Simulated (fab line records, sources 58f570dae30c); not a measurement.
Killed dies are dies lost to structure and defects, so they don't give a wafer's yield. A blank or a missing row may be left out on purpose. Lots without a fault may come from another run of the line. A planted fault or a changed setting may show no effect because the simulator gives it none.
Split-lot experiment | flow berkeley_cmos170 | 5 lots, 23 wafers read, on a route of 331 steps

THE SPLIT
At UCB170_PWELL_CVD_05 (deposits Si3N4 from SiH2Cl2/NH3, target thk 220 nm, time 3300 s), the setting sih2cl2_flow_sccm was moved away from the recipe's 25 sccm on 10 of the 23 wafers read, by -12.6% to -12.1%. The other wafers ran this setting at the recipe's value.

The reading is taken at the split's own step.

THE READING
Si3N4_of_PWELL_CVD_05.thk_nm (the simulator's own value, which no gauge read), in nm, at UCB170_PWELL_CVD_05 (deposits Si3N4 from SiH2Cl2/NH3, target thk 220 nm, time 3300 s). The file gives no usual value for it. The 13 wafers here that ran the recipe average 217.9 nm, standard deviation 1.5 nm.

wafer  | tool, chamber at the split | sih2cl2_flow_sccm as run, sccm | against the recipe | Si3N4_of_PWELL_CVD_05.thk_nm, nm | against lot-mates on the recipe
L076.1 | -, -                       | 21.97                          | -12.1%             | 212.2                            | no lot-mate on the recipe
L076.2 | -, -                       | 21.97                          | -12.1%             | 212.6                            | no lot-mate on the recipe
L076.4 | -, -                       | 21.97                          | -12.1%             | 212.8                            | no lot-mate on the recipe
L076.5 | -, -                       | 21.97                          | -12.1%             | 212.8                            | no lot-mate on the recipe
L076.6 | -, -                       | 21.97                          | -12.1%             | 210.2                            | no lot-mate on the recipe
L078.1 | lpcvd-01, 1                | 25                             | recipe             | 216.1                            | -
L078.3 | lpcvd-01, 1                | 25                             | recipe             | 216.6                            | -
L078.5 | lpcvd-01, 1                | 25                             | recipe             | 216.7                            | -
L080.1 | -, -                       | 25                             | recipe             | 218.9                            | -
L080.2 | -, -                       | 25                             | recipe             | 220.4                            | -
L080.3 | -, -                       | 25                             | recipe             | 218.3                            | -
L080.4 | -, -                       | 25                             | recipe             | 221.3                            | -
L080.5 | -, -                       | 25                             | recipe             | 218.2                            | -
L082.1 | -, -                       | 25                             | recipe             | 216.5                            | -
L082.2 | -, -                       | 25                             | recipe             | 217                              | -
L082.4 | -, -                       | 25                             | recipe             | 218.6                            | -
L082.5 | -, -                       | 25                             | recipe             | 216.9                            | -
L082.6 | -, -                       | 25                             | recipe             | 217.3                            | -
L084.1 | -, -                       | 21.84                          | -12.6%             | 210.9                            | no lot-mate on the recipe
L084.2 | -, -                       | 21.84                          | -12.6%             | 210.8                            | no lot-mate on the recipe
L084.4 | -, -                       | 21.84                          | -12.6%             | 212.4                            | no lot-mate on the recipe
L084.5 | -, -                       | 21.84                          | -12.6%             | 211.5                            | no lot-mate on the recipe
L084.6 | -, -                       | 21.84                          | -12.6%             | 210                              | no lot-mate on the recipe

THE FIT
A straight line over all 23 wafers: Si3N4_of_PWELL_CVD_05.thk_nm changes by +0.509 nm for each +1% of sih2cl2_flow_sccm; r = +0.92; the points scatter about the line by 1.4 nm.
Too few moved wafers have a lot-mate on the recipe to fit a line with each lot's own level taken away.

THE FILE'S OWN FIT
Si3N4_of_PWELL_CVD_05.thk_nm changes by +0.511 nm for each +1% of sih2cl2_flow_sccm, r = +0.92.
